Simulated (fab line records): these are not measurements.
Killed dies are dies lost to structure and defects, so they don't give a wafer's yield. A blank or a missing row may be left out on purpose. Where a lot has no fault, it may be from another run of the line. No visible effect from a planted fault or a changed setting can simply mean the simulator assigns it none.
Matching of chambers :: flow berkeley cmos170 :: UCB170_M1_ETCH_11 on rie diel-04: 4 sister chambers
The step etches BARC in N2/H2. 4 wafers are shown with their chamber, then 7 later ones without.

WAFERS PAIRED WITH THEIR CHAMBERS
wafer: L574.5
chamber: 3
throttle valve pct (%): 13.01

wafer: L574.6
chamber: 0
throttle valve pct (%): 13.17

wafer: L577.1
chamber: 1
throttle valve pct (%): 13.35

wafer: L577.2
chamber: 2
throttle valve pct (%): 13.45

WAFERS WHOSE CHAMBER IS MISSING
wafer: L577.3
throttle valve pct (%): 13.17

wafer: L582.1
throttle valve pct (%): 13.36

wafer: L582.2
throttle valve pct (%): 13.47

wafer: L582.4
throttle valve pct (%): 13.18

wafer: L583.1
throttle valve pct (%): 13.17

wafer: L583.3
throttle valve pct (%): 13.36

wafer: L583.5
throttle valve pct (%): 13.01

EACH ONE'S CHAMBER
wafer: L577.3
from the rows above: 0
in truth: 0

wafer: L582.1
from the rows above: 1
in truth: 1

wafer: L582.2
from the rows above: 2
in truth: 2

wafer: L582.4
from the rows above: 0
in truth: 0

wafer: L583.1
from the rows above: 0
in truth: 0

wafer: L583.3
from the rows above: 1
in truth: 1

wafer: L583.5
from the rows above: 3
in truth: 3
Placed correctly: 7 of 7. Can't be placed from these rows: 0. Placed wrongly: 0.
How it was worked out, from the rows above alone: a wafer's distance from a chamber is the root of the sum, over the readings, of the square of ((its reading less the chamber's mean) divided by the reading's scatter). The wafer belongs to the nearest chamber; if the next one is less than 2 further off, it can't be placed. The mean given for a chamber averages the wafers shown for that chamber. The scatter (one wafer shown for each chamber): square how far every hidden wafer sits from the nearest shown wafer, average those squares and take the square root.
